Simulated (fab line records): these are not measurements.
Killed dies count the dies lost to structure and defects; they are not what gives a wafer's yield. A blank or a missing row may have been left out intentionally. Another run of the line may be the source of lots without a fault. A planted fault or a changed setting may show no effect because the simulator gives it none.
Struck lot and sound lot, side by side -- flow rit cmos -- 43 steps out of a route of 202
Sound: these wafers, L514.2, L514.4, L514.6. Struck: wafer L523.6 (L523.3, L523.5, from the same lot, were not struck and are left out); the cause is given at the end.
Order at every step that has rows: each side's tool, ch and its chambers, its first start. Under that, the readings that differ: sound wafers -- struck wafers -- difference of the means -- sigmas: that difference in standard deviations of wafers without a fault.
alike: words and numbers the same on both sides, and readings whose means are apart by under 2 such deviations; not compared: readings that were withheld, readings missing a value for some wafer, numbers with overlapping values and no deviation given by the record, and bounds like >300 which may hide the same value.
A row with sigmas, a row that says differs or no value, or rows on one side alone: a step with any of these is where the two part. When numbers do not overlap yet have no deviation, they are printed without sigmas and do not part them. A reading that every wafer of one side lacks parts them only if that side has two wafers or more.

first, 1 step without rows for these wafers: RIT_WELLDRIVE_ANNEAL_00 (time 14700 s).
RIT_WELLDRIVE_RS_MEAS_01: measurement is done with a four-point probe.
  sound: film metro-03 at day 4 07:10; struck: film metro-03 at day 6 07:55
  alike: NWELL_RS
RIT_WELLDRIVE_RS_MEAS_02: measurement is done with a four-point probe.
  sound: film metro-03 at day 4 07:17; struck: film metro-03 at day 6 08:02
  alike: PWELL_RS
then, 6 steps without rows for these wafers: RIT_NRETRO_HMDS_00 (prime time 60 s); RIT_NRETRO_COAT_01 (resist thk 1300 nm); RIT_NRETRO_SOFTBAKE_02 (time 60 s); RIT_NRETRO_EXPOSE_03 (exposes mask M4, target cd 43900 nm); RIT_NRETRO_PEB_04; RIT_NRETRO_DEVELOP_05 (develop time 68 s).
RIT_NRETRO_OVL_MEAS_06:
  sound: overlay-01 at day 4 08:25; struck: overlay-02 at day 6 09:00
  alike: NRETRO_OVL
then, 2 steps without rows for these wafers: RIT_NRETRO_HARDBAKE_07 (time 120 s); RIT_NRETRO_IMPLANT_08.
RIT_NRETRO_STRIP_09: strips in O2, time 180 s.
  sound on plasma asher-01 ch 0,1, day 4 08:50; struck on plasma asher-01 ch 0, day 6 09:29
  alike: drypump motor current A, o2 flow sccm
  not compared: rf hours counter h
RIT_NRETRO_TW_MEAS_10:
  sound: film metro-02 at day 4 09:01; struck: film metro-04 at day 6 09:37
  alike: NRETRO_TW
then, 6 steps without rows for these wafers: RIT_PRETRO_HMDS_00 (prime time 60 s); RIT_PRETRO_COAT_01 (resist thk 1300 nm); RIT_PRETRO_SOFTBAKE_02 (time 60 s); RIT_PRETRO_EXPOSE_03 (exposes mask M5, target cd 43700 nm); RIT_PRETRO_PEB_04; RIT_PRETRO_DEVELOP_05 (develop time 68 s).
RIT_PRETRO_OVL_MEAS_06:
  sound: overlay-02 at day 4 10:05; struck: overlay-02 at day 6 10:41
reading,sound,struck,difference,sigmas
PRETRO_OVL (nm),0.7 2.3 1.3,-2.7,-4.1,-3
then, 2 steps without rows for these wafers: RIT_PRETRO_HARDBAKE_07 (time 120 s); RIT_PRETRO_IMPLANT_08.
RIT_PRETRO_STRIP_09: strips in O2, time 180 s.
  sound on plasma asher-04 ch 0, day 4 10:31; struck on plasma asher-04 ch 1, day 6 11:10
reading,sound,struck,difference,sigmas
o2 flow sccm (sccm),4024 4000 3996,4034,+27,+2
  alike: drypump motor current A
  not compared: rf hours counter h
RIT_PRETRO_TW_MEAS_10:
  sound: film metro-02 at day 4 10:42; struck: film metro-01 at day 6 11:18
reading,sound,struck,difference,sigmas
PRETRO_TW,480 479 480,467,-13,-2
then, 5 steps without rows for these wafers: RIT_GATE_WET_ETCH_00 (etches SiO2 in BOE, target depth 56 nm, time 60 s); RIT_GATE_CLEAN_01 (cleans in SC1, time 600 s); RIT_GATE_CLEAN_02 (cleans in dHF, time 30 s); RIT_GATE_CLEAN_03 (cleans in SC2, time 600 s); RIT_GATE_CLEAN_04 (cleans in dHF, time 60 s).
RIT_FOX2_THK_MEAS_91:
  sound: film metro-02 at day 4 11:28; struck: film metro-03 at day 6 11:47
  alike: FIELD_OXIDE_LEFT_2_THK
then, 2 steps without rows for these wafers: RIT_GATE_OXIDATION_05 (target thk 3 nm, ox time 270 s); RIT_GATE_ANNEAL_06 (time 600 s).
RIT_GATE_THK_MEAS_07:
  sound: film metro-03 at day 4 13:10; struck: film metro-02 at day 6 16:34
  alike: GATE_OXIDE_THK
then, 1 step without rows for these wafers: RIT_GATE_CVD_08 (deposits poly-Si from SiH4, target thk 250 nm, time 2220 s).
RIT_GATE_THK_MEAS_09:
  sound: film metro-03 at day 4 15:38; struck: film metro-03 at day 6 18:14
  alike: GATE_POLY_THK
then, 6 steps without rows for these wafers: RIT_GATE_HMDS_10 (prime time 60 s); RIT_GATE_COAT_11 (resist thk 850 nm); RIT_GATE_SOFTBAKE_12 (time 60 s); RIT_GATE_EXPOSE_13 (exposes mask M6, target cd 150 nm); RIT_GATE_PEB_14; RIT_GATE_DEVELOP_15 (develop time 50 s).
RIT_M1_PROBE_99:
  sound: prober-01 at day 5 16:16; struck: prober-02 at day 7 21:23
reading,sound,struck,difference,sigmas
hold,- - -,await dispo/4.0h/release,no value on the sound wafers,
killed at front end,13 8 7,25,+16,+6
killed dies,13 8 7,25,+16,+6
killed on rim,5 2 2,8,+5,+4
  alike: killed open, killed short

== WHERE THEY PART ==
At RIT_PRETRO_OVL_MEAS_06 first; at RIT_M1_PROBE_99 last (within this record only).

WHY: what the simulator had put in
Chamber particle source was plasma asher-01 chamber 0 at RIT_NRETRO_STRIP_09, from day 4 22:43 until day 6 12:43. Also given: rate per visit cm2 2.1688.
